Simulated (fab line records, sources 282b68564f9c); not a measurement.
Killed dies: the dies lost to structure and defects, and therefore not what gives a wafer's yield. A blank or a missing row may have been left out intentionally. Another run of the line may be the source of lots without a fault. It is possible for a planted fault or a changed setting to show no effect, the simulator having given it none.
fab line records ; flow ritCmos ; part 2 of 2: steps 38 to 43 of 43
record lots=6; wafers=18; lastDay=7
route steps=202 shown SDANNEAL@156 PSD@157 NSD@158 PLDD@159 NLDD@160 SILICIDE@161 CONTACT@168 M1@184
lots with no fault: from the same line, run without faults
startH: hours from the record's opening day to when the first of the lot's shown wafers began ; waitH: hours since the lot's step before ; " same as the row above ; L1.1+2: a single row standing in for several wafers ; - no value, or no start was given ; * or withheld: withheld ; < > ~ a bound
route shown NAME@n: a module of which the file shows steps, and the number in the route of the first ; usual: mean and standard deviation over wafers with no fault ; same: alike in all rows ; chamber/n: place in a boat ; sites: readings site by site ; _std_site: their standard deviation ; _edge_site: inner sites' mean taken away from outer sites' mean ; radiusMm: for every site, how far away it sits from the centre of the wafer ; mask NAME#n: copy n ; behind: the most recent tool/chamber to have shaped the wafer ; hold: why the lot was held/for how many hours/how that ended ; device: whichever transistor did not switch (one of n, p or np) ; end of line: the route-end tests of the same wafers ; a step given without rows: its recipe and nothing more ; killed: dies that structure and defects cost at the first sort, which is not the same as the wafer's yield ; map: per-die view of a wafer (x killed, . not killed, _ where there is no die)
set.NAME: the run value of the setting; set.NAME@STEP: its run value at that earlier step ; model.NAME: the simulator's own value behind a step, which no gauge read
lots at selected steps of the route; one table per step, one row per wafer
services: from which hour (startH, from the record's first day; less than 0 if before it) a tool's chamber was out of use, for how many hours, and why
## steps
# step RIT_M1_CD_MEAS_09
# recipe targetCdNm=2600
# usual cdNm=2600.5/1.9
lot.wafer;tool;chamber;startH;waitH;cdNm
L468.1;cdSem-01;-;65.38;-;2599.4
L468.3;cdSem-01;-;65.38;-;2600.7
L468.5;cdSem-01;-;65.38;-;2600.7
L472.4;cdSem-02;-;86.79;-;2600.1
L472.5;cdSem-02;-;86.79;-;2600.3
L472.6;cdSem-02;-;86.79;-;2599.8
L479.2;cdSem-01;-;118.93;-;2598.0
L479.3;cdSem-01;-;118.93;-;2601.6
L479.6;cdSem-01;-;118.93;-;2600.0
L480.1;cdSem-01;-;121.99;-;2598.5
L480.4;cdSem-01;-;121.99;-;2600.6
L480.6;cdSem-01;-;121.99;-;2601.0
L483.3;cdSem-02;-;136.89;-;2598.2
L483.5;cdSem-02;-;136.89;-;2597.2
L483.6;cdSem-02;-;136.89;-;2598.6
L488.2;cdSem-02;-;164.34;-;2600.5
L488.5;cdSem-02;-;164.34;-;2601.1
L488.6;cdSem-02;-;164.34;-;2599.2
# step RIT_M1_OVL_MEAS_10
# usual M1_OVL=0.7/1.3
lot.wafer;tool;chamber;startH;waitH;M1_OVL[nm]
L468.1;overlay-02;-;65.50;0.1;0.8
L468.3;overlay-02;-;65.50;0.1;-0.7
L468.5;overlay-02;-;65.50;0.1;0.9
L472.4;overlay-01;-;86.87;0.1;1.1
L472.5;overlay-01;-;86.87;0.1;1.3
L472.6;overlay-01;-;86.87;0.1;-0.2
L479.2;overlay-02;-;119.03;0.1;1.9
L479.3;overlay-02;-;119.03;0.1;1.9
L479.6;overlay-02;-;119.03;0.1;3.3
L480.1;overlay-02;-;122.11;0.1;-0.4
L480.4;overlay-02;-;122.11;0.1;0.7
L480.6;overlay-02;-;122.11;0.1;1.9
L483.3;overlay-02;-;136.98;0.1;2.0
L483.5;overlay-02;-;136.98;0.1;1.0
L483.6;overlay-02;-;136.98;0.1;1.1
L488.2;overlay-02;-;164.45;0.1;1.3
L488.5;overlay-02;-;164.45;0.1;2.1
L488.6;overlay-02;-;164.45;0.1;2.6
# step RIT_M1_HARDBAKE_11
# recipe resist=NOVOLAK; tempC=140; timeS=120
# step RIT_M1_METAL_ETCH_12
# recipe stopOn=SiO2; chemistry=Cl2/BCl3; target=Al; timeS=165; overEtchFrac=0.5; pressureMtorr=100; targetDepthA=6000; rfW=250; Cl2_flow_sccm=60; bcl3FlowSccm=50
# usual drypumpMotorCurrentA=5.8/0.61; oesProductAu=0.768/0.011; throttleValvePct=8.27/0.081
lot.wafer;tool;chamber;startH;waitH;drypumpMotorCurrentA;oesProductAu;rfHoursCounterH;throttleValvePct;model.SiO2_of_CONTACT_CVD_00.thkNm
L468.1;rieMetal-04;1;65.78;0.2;5.9;0.775;2;8.34;358.7
L468.3;rieMetal-04;1;65.78;0.2;5.9;0.782;-;8.33;354.2
L468.5;rieMetal-04;0;65.78;0.2;5.3;0.762;-;8.39;366.3
L472.4;rieMetal-03;0;87.19;0.1;6.6;0.776;-;8.20;363.5
L472.5;rieMetal-03;0;87.19;0.1;6.6;0.787;-;8.19;367.5
L472.6;rieMetal-03;1;87.19;0.1;5.7;0.760;-;8.18;360.7
L479.2;rieMetal-02;1;119.44;0.2;6.7;0.777;1;8.22;359.2
L479.3;rieMetal-02;1;119.44;0.2;6.7;0.779;-;8.21;355.9
L479.6;rieMetal-02;0;119.44;0.2;5.1;0.774;-;8.27;367.3
L480.1;rieMetal-04;1;122.40;0.2;5.9;0.786;3;8.31;404.6
L480.4;rieMetal-04;1;122.40;0.2;5.9;0.777;-;8.32;359.3
L480.6;rieMetal-04;0;122.40;0.2;5.2;0.766;-;8.40;417.2
L483.3;rieMetal-04;1;137.39;0.2;5.9;0.771;-;8.33;407.8
L483.5;rieMetal-04;1;137.39;0.2;5.9;0.777;-;8.33;363.4
L483.6;rieMetal-04;0;137.39;0.2;5.3;0.762;-;8.41;418.2
L488.2;rieMetal-04;1;164.73;0.2;5.9;0.783;3;8.32;362.9
L488.5;rieMetal-04;0;164.73;0.2;5.3;0.764;-;8.38;369.6
L488.6;rieMetal-04;1;164.73;0.2;5.9;0.788;-;8.31;364.3
# step RIT_M1_STRIP_13
# recipe chemistry=nmp; resist=NOVOLAK; tempC=80; timeS=600; dry=n2Spin
# step RIT_M1_PROBE_99
# usual killedAtContacts=0.1/0.3; killedAtFrontEnd=6.7/2.6; killedDies=6.8/2.6; killedOnRim=1.9/1.3; killedOpen=3.3/1.7; killedShort=3.4/2
# same grossDies=264; killed_at_M0_to_M3=0; killed_at_M4_up=0; killedAtBackSide=0; killedAtOther=0
lot.wafer;tool;chamber;startH;waitH;killedAtContacts;killedAtFrontEnd;killedDies;killedOnRim;killedOpen;killedShort;model.etest.fieldPMetal.vtV;model.etest.antennaContact.vtShiftV
L468.1;prober-02;-;68.05;0.1;0;12;12;3;4;8;-28;-0.01329
L468.3;prober-02;-;68.15;0.2;0;7;7;1;3;4;-27.72;-0.01158
L468.5;prober-02;-;68.25;0.2;0;8;8;3;5;3;-28.34;-0.01031
L472.4;prober-02;-;89.54;0.2;1;9;10;2;7;3;-28.87;-0.01145
L472.5;prober-02;-;89.59;0.2;0;5;5;1;3;2;-28.62;-0.0127
L472.6;prober-02;-;89.64;0.2;0;5;5;0;3;2;-28.28;-0.009085
L479.2;prober-01;-;121.74;0.1;0;2;2;2;1;1;-28.61;-0.01031
L479.3;prober-01;-;121.79;0.2;0;6;6;1;3;3;-28.53;-0.01362
L479.6;prober-01;-;121.94;0.2;0;5;5;0;3;2;-29.12;-0.01002
L480.1;prober-01;-;124.72;0.1;0;4;4;1;0;4;-31.12;-0.002545
L480.4;prober-01;-;124.87;0.2;0;4;4;1;2;2;-28.61;-0.01559
L480.6;prober-01;-;124.97;0.2;1;6;7;0;3;3;-31.97;-0.003446
L483.3;prober-01;-;139.73;0.2;1;8;9;6;4;4;-31.65;-0.003296
L483.5;prober-01;-;139.83;0.2;0;7;7;2;3;4;-29.14;-0.01161
L483.6;prober-01;-;139.88;0.2;0;4;4;1;2;2;-32.03;5.794e-05
L488.2;prober-02;-;167.08;0.1;0;9;9;1;4;5;-28.12;-0.0112
L488.5;prober-02;-;167.23;0.2;0;12;12;2;8;4;-28.77;-0.01166
L488.6;prober-02;-;167.28;0.2;0;9;9;4;6;3;-28.26;-0.009656
# killed by level:class
L468.1 GATE:geometricParticle:short=3 SPACER:geometricParticle:short=3 ACTIVE:geometricParticle:open=1 FOX1:geometricParticle:open=1 FOX2:geometricParticle:open=1 FOX2:geometricParticle:short=1 REOX:geometricParticle:short=1 REOX:geometricParticle:open=1
L468.3 GATE:geometricParticle:short=3 FOX2:geometricParticle:open=2 SPACER:geometricParticle:open=1 SILICIDE:geometricParticle:short=1
L468.5 GATE:geometricParticle:short=3 GATE:geometricParticle:open=3 REOX:geometricParticle:open=1 SPACER:geometricParticle:open=1
L472.4 GATE:geometricParticle:open=6 FOX1:geometricParticle:open=1 SPACER:geometricParticle:short=1 SILICIDE:geometricParticle:short=1 CONTACT:geometricParticle:short=1
L472.5 SILICIDE:geometricParticle:short=2 GATE:geometricParticle:open=1 REOX:geometricParticle:open=1 SPACER:geometricParticle:open=1
L472.6 GATE:geometricParticle:open=2 GATE:geometricParticle:short=1 REOX:geometricParticle:short=1 SPACER:geometricParticle:open=1
L479.2 SPACER:geometricParticle:open=1 SILICIDE:geometricParticle:short=1
L479.3 GATE:geometricParticle:open=3 GATE:geometricParticle:short=2 REOX:geometricParticle:short=1
L479.6 GATE:geometricParticle:short=2 GATE:geometricParticle:open=1 REOX:geometricParticle:open=1 SPACER:geometricParticle:open=1
L480.1 GATE:geometricParticle:short=2 FOX2:geometricParticle:short=1 SPACER:geometricParticle:short=1
L480.4 GATE:geometricParticle:open=2 GATE:geometricParticle:short=1 SILICIDE:geometricParticle:short=1
L480.6 REOX:geometricParticle:short=2 FOX1:geometricParticle:open=1 FOX2:geometricParticle:open=1 GATE:geometricParticle:short=1 GATE:geometricParticle:open=1 CONTACT:areaEtch=1
L483.3 GATE:geometricParticle:short=3 REOX:geometricParticle:open=2 FOX2:geometricParticle:short=1 GATE:geometricParticle:open=1 SPACER:geometricParticle:open=1 CONTACT:areaEtch=1
L483.5 GATE:geometricParticle:short=2 SPACER:geometricParticle:open=2 FOX1:geometricParticle:short=1 GATE:geometricParticle:open=1 REOX:geometricParticle:short=1
L483.6 FOX1:geometricParticle:open=2 FOX2:geometricParticle:short=1 GATE:geometricParticle:short=1
L488.2 FOX1:geometricParticle:short=2 GATE:geometricParticle:open=2 REOX:geometricParticle:short=2 FOX2:geometricParticle:short=1 FOX2:geometricParticle:open=1 SPACER:geometricParticle:open=1
L488.5 GATE:geometricParticle:open=4 GATE:geometricParticle:short=2 REOX:geometricParticle:open=2 FOX2:geometricParticle:open=1 REOX:geometricParticle:short=1 SPACER:geometricParticle:short=1 SILICIDE:geometricParticle:open=1
L488.6 GATE:geometricParticle:open=5 GATE:geometricParticle:short=2 REOX:geometricParticle:open=1 SILICIDE:geometricParticle:short=1
## services
tool;chamber;startH;hours;kind
rieDiel-02;3;45.81;6.1;repair
rieDiel-03;2;52.50;9.5;repair
rieMetal-03;-;56.12;1.0;repair
rieDiel-03;3;59.59;4.2;repair
plasmaAsher-04;-;62.96;15.9;pm
pvdSputter-02;-;63.99;2.9;repair
rieMetal-04;-;85.24;4.0;pm
rieMetal-04;1;93.45;13.3;repair
rieMetal-02;1;101.43;8.8;repair
pvdSputter-03;-;101.45;16.1;repair
plasmaAsher-03;-;107.08;5.2;repair
plasmaAsher-03;-;112.27;9.0;pm
pvdSputter-03;-;112.44;2.2;repair
rieDiel-03;-;113.42;1.0;repair
rieDiel-02;3;121.12;15.6;repair
pvdSputter-03;-;122.45;2.5;repair
rieDiel-02;1;122.91;2.9;repair
pecvd-03;-;128.00;2.2;repair
rieDiel-03;-;131.76;14.6;pm
rieMetal-03;-;136.12;20.0;pm
rieDiel-02;-;137.36;2.8;pm
rieDiel-02;3;146.63;4.1;repair
pvdSputter-03;-;148.62;1.4;repair
pecvd-04;-;148.77;5.5;pm
## key
firstSign step=RIT_CONTACT_CVD_00; reading=runLengthS; direction=up; sigmas=17; usual=*; struck=*
effect step=RIT_CONTACT_THK_MEAS_01; reading=CONTACT_TEOS_THK; direction=up; sigmas=10; usual=399; struck=449
modelEffect step=RIT_CONTACT_CVD_00; value=SiO2_of_CONTACT_CVD_00.thkNm; without=401.1; struck=448.7
modelEffect step=RIT_CONTACT_ETCH_11; value=CONTACT.featureDepthNm; without=401.1; struck=448.7
modelEffect step=RIT_M1_METAL_ETCH_12; value=SiO2_of_CONTACT_CVD_00.thkNm; without=364.3; struck=411.9
modelEffect step=RIT_M1_PROBE_99; value=etest.fieldPMetal.vtV; without=-29.29; struck=-31.69
metAt RIT_CONTACT_CVD_00
struckWafers L480.1,L480.6,L483.3,L483.6
testerLeftOut L480,L483
onsetBetween 61.64 118.15
fault kind=processParameterDrift; tool=pecvd-02; chamber=2; onsetH=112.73; steps=RIT_CONTACT_CVD_00; channel=timeS; offset=*; shape=step; endH=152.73; stated=*
# testerLeftOut: of these lots the tester's yield and bins aren't shown, on N5 and GAA mostly nor the transistor test; their killed dies are dies lost to structure and defects alone, not to doping, threshold or leakage, so they don't give the yield
